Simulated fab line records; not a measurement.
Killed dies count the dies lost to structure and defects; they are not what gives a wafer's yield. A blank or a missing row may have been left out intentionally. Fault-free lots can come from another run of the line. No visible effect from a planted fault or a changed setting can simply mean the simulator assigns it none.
Split-lot trial | flow rit cmos | on a route of 202 steps: 5 lots, 23 wafers read

== THE SPLIT ==
At RIT_SDANNEAL_RTA_03 (time 5 s), the setting time s was moved away from the recipe's 5 s on 7 of the 23 wafers read, by -7.5% to +12.9%. For the rest of the wafers, this setting stayed at what the recipe calls for.

Between the split and the reading, the file records no step.

== THE READING ==
PSD_RS (ohm/sq), read at RIT_SDANNEAL_RS_MEAS_04 with a four-point probe. Fault-free wafers of this fab line usually give 115.7 ohm/sq, standard deviation 0.34 ohm/sq.

wafer  | tool, chamber at the split | time s as run, s | against the recipe | PSD_RS, ohm/sq | against lot-mates on the recipe
L074.1 | rtp anneal-02, 0           | 5                | recipe             | 116.0          | -
L074.3 | rtp anneal-02, 0           | 4.624            | -7.5%              | 117.0          | +1.2
L074.4 | rtp anneal-02, 0           | 5                | recipe             | 115.5          | -
L074.5 | rtp anneal-02, 0           | 4.624            | -7.5%              | 116.9          | +1.2
L074.6 | rtp anneal-02, 0           | 4.624            | -7.5%              | 117.0          | +1.2
L075.3 | rtp anneal-01, 0           | 5                | recipe             | 114.9          | -
L075.5 | rtp anneal-01, 0           | 5                | recipe             | 114.9          | -
L075.6 | rtp anneal-01, 0           | 5                | recipe             | 115.1          | -
L081.1 | rtp anneal-02, 0           | 5                | recipe             | 115.3          | -
L081.2 | rtp anneal-02, 0           | 5                | recipe             | 115.8          | -
L081.3 | rtp anneal-02, 0           | 5.645            | +12.9%             | 113.8          | -1.8
L081.5 | rtp anneal-02, 0           | 5                | recipe             | 115.6          | -
L081.6 | rtp anneal-02, 0           | 5.645            | +12.9%             | 114.0          | -1.6
L083.1 | rtp anneal-01, 0           | 4.685            | -6.3%              | 116.4          | +0.8
L083.2 | rtp anneal-01, 0           | 5                | recipe             | 115.4          | -
L083.3 | rtp anneal-01, 0           | 5                | recipe             | 115.6          | -
L083.4 | rtp anneal-01, 0           | 4.685            | -6.3%              | 116.3          | +0.7
L083.5 | rtp anneal-01, 0           | 5                | recipe             | 115.8          | -
L085.2 | rtp anneal-01, 0           | 5                | recipe             | 115.8          | -
L085.3 | rtp anneal-01, 0           | 5                | recipe             | 116.1          | -
L085.4 | rtp anneal-01, 0           | 5                | recipe             | 115.7          | -
L085.5 | rtp anneal-01, 0           | 5                | recipe             | 115.4          | -
L085.6 | rtp anneal-01, 0           | 5                | recipe             | 115.9          | -

THE FIT
A straight line over all 23 wafers: PSD_RS changes by -0.145 ohm/sq for each +1% of time s; r = -0.91; the points scatter about the line by 0.34 ohm/sq.
The same after taking each lot's own level away (the mean of its wafers on the recipe; 23 wafers): -0.137 ohm/sq for each +1%; r = -0.97; scatter 0.19 ohm/sq.
The reading moves by 1.8 ohm/sq for the largest change in time s, on that fit.
The lots' own levels span 114.97 to 115.78 ohm/sq, that is 2.4 times the standard deviation above.
Hence the lot-to-lot level has little effect on the slope; both slopes agree.
Check: -1.73 ohm/sq against its lot-mates is what the line predicts for one of the wafers moved furthest among these (+12.9%) when that wafer is left out of the fit. It came out at -1.77 ohm/sq against them.

== OTHER SPLITS ON THESE WAFERS ==
Before the reading, these wafers also passed through other splits. Each is held against what the fit with the lots' levels taken away leaves over:
other split on the same wafers | wafers away from the commonest value | r with PSD_RS (lot level and that fit taken away)
RIT_PLDD_IMPLANT_08 dose cm2   | 12                                   | +0.26
RIT_NSD_COAT_01 spin rpm       | 10                                   | -0.25
RIT_NSD_IMPLANT_08 dose cm2    | 10                                   | +0.50

== THE FILE'S OWN FIT ==
PSD_RS changes by -0.131 ohm/sq for each +1% of time s, r = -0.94.
